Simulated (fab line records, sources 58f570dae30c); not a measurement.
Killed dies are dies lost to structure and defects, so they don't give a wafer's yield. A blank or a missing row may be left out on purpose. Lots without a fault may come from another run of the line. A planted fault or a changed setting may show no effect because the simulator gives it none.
Problem report in the 8D (eight disciplines) form, filled by code | flow berkeley_cmos170 | the parts of the form that need people (team, actions taken, sign-off) are left out

1. THE PROBLEM
NSD_TW at UCB170_NSD_TW_MEAS_10 reads a mean of 3784 on 6 wafers of 2 lots; wafers without a fault read 4199 with a standard deviation of 22. That is -19 standard deviations from the usual mean.
First seen on wafer L888.2, day 10 03:57, on film_metro-02. The record holds 42 wafers of 14 lots with a number at this step. Rule for "out", or "out of limits": more than 4 standard deviations from the usual mean. The other wafers with a number count as sound.

2. WHAT IT IS AND WHAT IT IS NOT
question                    | is                     | is not
which readings at this step | NSD_TW                 | -
which lots                  | L888, L889             | L874, L875, L876, L877, L878, L879, L880, L882, L884, L887, L895, L896
which wafers of those lots  | all that have a number | -
read on which gauges        | film_metro-02          | film_metro-03, film_metro-04
when                        | from day 10 03:57      | up to then (30 sound wafers); but 6 sound wafers of L895, L896 came after

3. SUSPECTS, AND WHAT RULES EACH OUT
Counting: a tool at a process step up to the reading stays a suspect if it ran every lot that is out and no sound lot after the first of them.
- the gauge at UCB170_NSD_TW_MEAS_10: ruled out. All the wafers that are out were read on film_metro-02, but those of them that UCB170_NSD_IMPLANT_08 has rows for are out there too, on other tools.
- implanter-01 at UCB170_NSD_IMPLANT_08: kept. It ran every lot that is out, first L888 (day 10 03:43), and no sound lot after that; its last sound lot up to then is L887 (day 9 08:45). Its own readings are out on those wafers: beam_energy_keV.
Left after counting: implanter-01 at UCB170_NSD_IMPLANT_08.

4. THE CAUSE (what the simulator had put in)
Process parameter drift: implanter-01, from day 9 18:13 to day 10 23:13, at UCB170_NSD_IMPLANT_08. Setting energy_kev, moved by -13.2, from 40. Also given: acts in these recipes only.
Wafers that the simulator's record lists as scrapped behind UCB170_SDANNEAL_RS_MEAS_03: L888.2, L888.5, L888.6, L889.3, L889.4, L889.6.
Counting left only this tool.

5. THE CHAIN OF EFFECTS, in route order
Each row: a reading whose mean over the struck wafers that have a number lies more than 3 standard deviations from the usual. Only readings for which the record gives a usual standard deviation are gone through. hours: the time from each lot's start at the first step in this table that gives one to its start at this step, as a median over the lots. sigmas: the change in usual standard deviations.
hours | step                       | reading                  | usual        | on struck wafers | change  | sigmas
0     | UCB170_NSD_IMPLANT_08      | beam_energy_keV          | 40.000       | 26.790           | -13.210 | -99 or more
0     | UCB170_NSD_STRIP_09        | oes_product_au           | 0.533 a.u.   | 0.580            | +0.047  | +11
0     | UCB170_NSD_STRIP_09        | strip_time_to_endpoint_s | 35.85 s      | 31.10            | -4.75   | -60
0     | UCB170_NSD_TW_MEAS_10      | NSD_TW                   | 4199         | 3784             | -415    | -19
6     | UCB170_SDANNEAL_RS_MEAS_03 | NSD_RS                   | 37.27 ohm/sq | 42.74            | +5.47   | +59
The process steps in it:
- UCB170_NSD_IMPLANT_08
- UCB170_NSD_STRIP_09: strips in O2.

6. WHAT WOULD HAVE CAUGHT IT SOONER
In this record the first reading out of limits at a measuring or inspecting step was taken at day 10 03:57, 10 hours after the fault began at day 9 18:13.
The tool's own readings at UCB170_NSD_IMPLANT_08 were out on every struck wafer that the step has a row for (beam_energy_keV): an alarm limit on them would have fired on the first of those.
Of the lots that are out (2), L889 began UCB170_NSD_IMPLANT_08 on implanter-01 after day 10 03:57. A hold on the tool at that time would have spared it.
